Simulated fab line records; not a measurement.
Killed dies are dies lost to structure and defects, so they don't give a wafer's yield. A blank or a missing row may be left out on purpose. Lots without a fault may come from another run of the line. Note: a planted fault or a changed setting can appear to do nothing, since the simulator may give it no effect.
Which of the tools did it? ; flow berkeleyCmos170 ; 42 wafers from 14 lots sampled at 2 of the route's 331 steps

== WHAT EACH GAUGE READ, for each wafer ==
UCB170_NLDD_CD_MEAS_06: target cd 1200 nm.
lot;measured;on;cdNm (nm)
L244;day 6 02:37;cdSem-01;1198.7 1200.5 1200.8
L245;day 6 03:31;cdSem-01;1200.3 1199.0 1198.7
L246;day 6 14:44;cdSem-01;1202.1 1201.7 1201.4
L248;day 7 03:34;cdSem-02;1201.8 1202.3 1201.5
L247;day 7 03:54;cdSem-02;1200.1 1200.5 1199.9
L250;day 8 03:37;cdSem-02;1198.7 1198.3 1198.0
L252;day 8 04:23;cdSem-01;1181.0 1180.8 1180.8
L254;day 8 08:42;cdSem-02;1181.5 1181.9 1183.4
L253;day 8 08:41;cdSem-01;1199.6 1199.0 1199.3
L259;day 9 06:29;cdSem-01;1199.2 1199.0 1199.5
L262;day 10 05:31;cdSem-01;1197.4 1199.3 1197.0
L263;day 10 14:41;cdSem-01;1201.8 1202.3 1202.2
L265;day 10 20:13;cdSem-02;1199.4 1199.5 1200.1
L267;day 11 17:21;cdSem-02;1200.6 1199.9 1198.9

== WHAT TOOL EACH LOT RAN ON (gives the tool, then ch and the chambers of the sampled wafers, and finally the start) ==
lot;UCB170_NLDD_SOFTBAKE_02
L244;lithoTrack-04 ch 0, day 6 01:46
L245;lithoTrack-01 ch 0, day 6 02:50
L246;lithoTrack-04 ch 0, day 6 14:12
L248;lithoTrack-04 ch 0, day 7 02:31
L247;lithoTrack-01 ch 0, day 7 02:59
L250;lithoTrack-04 ch 0, day 8 02:58
L252;lithoTrack-01 ch 0, day 8 03:44
L254;lithoTrack-01 ch 0, day 8 07:44
L253;lithoTrack-03 ch 0, day 8 07:49
L259;lithoTrack-03 ch 0, day 9 05:13
L262;lithoTrack-04 ch 0, day 10 04:47
L263;lithoTrack-03 ch 0, day 10 13:49
L265;lithoTrack-04 ch 0, day 10 19:32
L267;lithoTrack-01 ch 0, day 11 16:20
- UCB170_NLDD_SOFTBAKE_02: time 60 s.

== AS READ BY THE TOOLS THEMSELVES (means over the sampled wafers that have a number; for cases with no such wafer, the mark the record gives instead) ==
UCB170_NLDD_SOFTBAKE_02.
lot;tool;exhaustPa (Pa);heaterPowerTotalW (W);plateTempC (C);resistLineTempC (C)
L244;lithoTrack-04;46.2;56.79;130.08;22.95
L245;lithoTrack-01;43.7;56.74;129.99;23.04
L246;lithoTrack-04;44.8;56.78;130.09;22.90
L248;lithoTrack-04;44.8;56.84;129.88;23.09
L247;lithoTrack-01;45.0;56.84;130.06;22.97
L250;lithoTrack-04;43.9;56.79;129.97;23.05
L252;lithoTrack-01;44.7;51.35;120.14;23.14
L254;lithoTrack-01;44.5;51.35;120.33;23.14
L253;lithoTrack-03;45.3;56.80;130.08;23.05
L259;lithoTrack-03;45.1;56.80;129.95;22.98
L262;lithoTrack-04;45.0;56.79;129.99;23.09
L263;lithoTrack-03;44.9;56.79;129.94;22.86
L265;lithoTrack-04;44.5;56.82;129.96;23.12
L267;lithoTrack-01;44.8;56.80;130.03;23.00

== THE ANSWER, worked out from the rows above alone ==
Rule: usual is defined by the lots themselves. Put in order of their means at a reading, lots are off if they are a third of the lots or fewer, leave a main group of 4 or more, and stand apart from it by a gap of 3 or more times the standard deviation of the main group's means; of several such gaps the widest counts. The tables above print the reading to a certain number of digits; a main group whose means all agree to those digits is not used. A lot without any number at a reading at which 4 lots or more have one is off too. The other lots that the step has rows for count as sound. The gauges are gone through in route order, then the tools' own readings, and for those a lot's mean is taken as printed above. The first step at which some lot is off is used, and at that step the reading that is off furthest; a lot without a number counts as furthest.
Off: L252, L254 (UCB170_NLDD_CD_MEAS_06, cdNm). Main group: mean 1200.0 nm, sd 1.3.
A tool fits if, at a process step before that reading, it ran every lot that is off, and no sound lot after the first of them. The gauges at UCB170_NLDD_CD_MEAS_06 aren't tried: what is off there is off at UCB170_NLDD_SOFTBAKE_02 too, on other tools, and a gauge's error can't cause that. No candidate that was tried fits.

== WHAT HAD BEEN PUT IN BY THE SIMULATOR ==
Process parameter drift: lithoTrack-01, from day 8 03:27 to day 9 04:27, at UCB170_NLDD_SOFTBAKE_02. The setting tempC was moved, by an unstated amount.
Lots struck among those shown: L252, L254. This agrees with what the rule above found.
